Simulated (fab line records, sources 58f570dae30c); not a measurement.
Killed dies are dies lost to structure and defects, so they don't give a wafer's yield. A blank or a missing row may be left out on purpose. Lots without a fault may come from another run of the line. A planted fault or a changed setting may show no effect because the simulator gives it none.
A struck lot beside a sound one | flow berkeley_cmos170 | 16 steps out of a route of 331
Sound: wafers L644.1, L644.3, L644.5. Struck: wafers L636.1, L636.2, L636.3. The cause comes at the end.
At each step with rows: each side's tool, then ch and its chambers, then its first start. Under that, the readings that differ: sound wafers | struck wafers | difference of the means | sigmas: that difference in standard deviations of wafers without a fault.
alike: readings whose means differ by less than 2 such deviations, and words and numbers that are the same on both sides. not compared: withheld readings, readings that some wafer has no value for, bounds like >300 that may hide the same value, and numbers for which the record gives no deviation and whose values overlap.
The two part at a step that has a row with sigmas, a row that says differs or no value, or rows on one side only. Numbers that don't overlap but have no deviation are shown without sigmas and don't part them. A reading that every wafer of one side lacks parts them only if that side has two wafers or more.

UCB170_CONTACT_STRIP_06: strips in O2.
  sound on plasma_asher-02 ch 0, day 10 05:35; struck on plasma_asher-02 ch 0,1, day 9 01:56
  alike: drypump_motor_current_A, oes_product_au, strip_time_to_endpoint_s
  not compared: rf_hours_counter_h
then, 1 step without rows for these wafers: UCB170_CONTACT_CLEAN_07 (cleans in SPM, time 600 s).
UCB170_CONTACT_RTA_08: time 10 s.
  sound on rtp_anneal-02 ch 0, day 10 07:40; struck on rtp_anneal-01 ch 0, day 9 02:15
  reading            | sound          | struck         | difference | sigmas
  lamp_power_pct (%) | 26.1 26.1 26.1 | 24.7 24.7 24.7 | -1.4       | -2
  alike: chamber_o2_ppm, wafer_temp_C_max
then, 6 steps without rows for these wafers: UCB170_CONTACT_COAT_09; UCB170_CONTACT_COAT_10 (resist thk 900 nm); UCB170_CONTACT_SOFTBAKE_11 (time 60 s); UCB170_CONTACT_EXPOSE_12 (exposes mask CONT, target cd 700 nm); UCB170_CONTACT_PEB_13; UCB170_CONTACT_DEVELOP_14 (develop time 45 s).
UCB170_CONTACT_CD_MEAS_15: target cd 700 nm.
  sound on cd_sem-01, day 10 09:40; struck on cd_sem-01, day 9 04:28
  alike: cd_nm
UCB170_CONTACT_OVL_MEAS_16:
  sound on overlay-01, day 10 09:47; struck on overlay-01, day 9 04:35
  alike: CONTACT_OVL
UCB170_CONTACT_ETCH_17: etches BARC in N2/H2.
  sound on rie_diel-04 ch 0,2,3, day 10 09:49; struck on rie_diel-03 ch 0,1,2, day 9 04:38
  alike: bias_w, chamber_pressure_mTorr, drypump_motor_current_A, oes_product_au, throttle_valve_pct
UCB170_CONTACT_ETCH_18: etches PSG in CHF3/CF4/Ar, stops on TiSi2, target depth 840 nm, time 195 s.
  sound on rie_diel-04 ch 0,2,3, day 10 09:00; struck on rie_diel-03 ch 0,1,2, day 9 04:00
  no value came back on the struck wafers for any of 5 readings (CHF3_flow_sccm (sccm), cf4_flow_sccm (sccm) and others); on the sound wafers CHF3_flow_sccm (sccm) reads 44.83 44.84 44.71
  reading                                  | sound         | struck            | difference | sigmas
  model.KrF_of_CONTACT_COAT_10.thk_nm (nm) | 695 692.4 696 | 885.8 884.2 887.6 | +191.4     |
  not compared: rf_hours_counter_h
UCB170_CONTACT_STRIP_19: strips in O2.
  sound on plasma_asher-03 ch 0,1, day 10 09:59; struck on plasma_asher-03 ch 0,1, day 9 04:48
  alike: drypump_motor_current_A, oes_product_au
  not compared: rf_hours_counter_h
UCB170_CONTACT_CD_MEAS_90: target cd 700 nm.
  sound on cd_sem-01, day 10 10:08; struck on cd_sem-02, day 9 04:54
  reading    | sound             | struck | difference                    | sigmas
  cd_nm (nm) | 697.8 698.4 700.2 | - - -  | no value on the struck wafers |
then, 1 step without rows for these wafers: UCB170_CONTACT_CLEAN_20 (cleans in SPM, time 600 s).

WHERE THEY PART
First at UCB170_CONTACT_RTA_08; last, within this record, at UCB170_CONTACT_CD_MEAS_90.

WHY: what the simulator had put in
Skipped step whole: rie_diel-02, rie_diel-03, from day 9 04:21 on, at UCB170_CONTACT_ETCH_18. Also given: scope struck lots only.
